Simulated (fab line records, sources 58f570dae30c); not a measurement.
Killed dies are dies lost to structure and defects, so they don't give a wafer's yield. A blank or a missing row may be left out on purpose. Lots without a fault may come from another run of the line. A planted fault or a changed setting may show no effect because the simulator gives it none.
Which tool did it? | flow berkeley_cmos170 | 7 lots, 21 wafers sampled, at 2 steps of a route of 331

WHAT THE GAUGES READ, wafer by wafer
UCB170_PWELL_THK_MEAS_03.
lot  | measured    | on            | PWELL_OXIDE_THK (nm)
L667 | day 2 20:48 | film_metro-02 | 25.8 25.9 25.7
L669 | day 3 05:03 | film_metro-04 | 26.6 26.5 26.2
L671 | day 3 14:40 | film_metro-03 | 27.4 27.4 27.5
L673 | day 4 04:05 | film_metro-04 | 25.8 26.1 26.5
L675 | day 4 16:29 | film_metro-03 | 26.4 26.6 26.8
L682 | day 5 23:21 | film_metro-02 | 31.0 31.0 30.9
L688 | day 7 07:24 | film_metro-02 | 30.7 30.3 30.4

WHICH TOOL RAN EACH LOT (tool, then ch and the chambers of the sampled wafers, then the start)
lot  | UCB170_ZERO_ETCH_06
L667 | rie_diel-02 ch 0,2,3, day 1 23:32
L669 | rie_diel-01 ch 0,2, day 2 10:05
L671 | rie_diel-01 ch 2,3, day 2 20:58
L673 | rie_diel-01 ch 1,2, day 3 07:01
L675 | rie_diel-04 ch 0,2,3, day 3 17:25
L682 | rie_diel-04 ch 0,1,2, day 5 04:29
L688 | rie_diel-02 ch 0,2,3, day 6 14:52
- UCB170_ZERO_ETCH_06: etches SiO2 in CHF3/CF4/Ar, time 12 s.

THE ANSWER, worked out from the rows above alone
Rule: what is usual is taken from the lots themselves. Put in order of their means at a reading, lots are off if they are a third of the lots or fewer, leave a main group of 4 or more, and stand apart from it by a gap of 3 or more times the standard deviation of the main group's means; of several such gaps the widest counts. A main group whose means are all the same, to the digits that the tables above print for the reading, isn't used. A lot without any number at a reading at which 4 lots or more have one is off too. The other lots that the step has rows for count as sound.
Off: L682, L688, at UCB170_PWELL_THK_MEAS_03 (PWELL_OXIDE_THK). The main group: mean 26.5 nm, standard deviation 0.55.
A tool fits if, at a process step before that reading, it ran every lot that is off, and no sound lot after the first of them. The gauges at UCB170_PWELL_THK_MEAS_03 are tried like those tools. One fits: film_metro-02 at UCB170_PWELL_THK_MEAS_03. Its last sound lot is L667 (day 2 20:48), its first lot that is off L682 (day 5 23:21): a fault that began between those two fits.

WHAT THE SIMULATOR HAD PUT IN
Metrology matching offset: film_metro-02, from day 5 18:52 on, at UCB170_PWELL_THK_MEAS_03. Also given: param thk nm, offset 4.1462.
Lots struck among those shown: L682, L688. The rule above found the same.
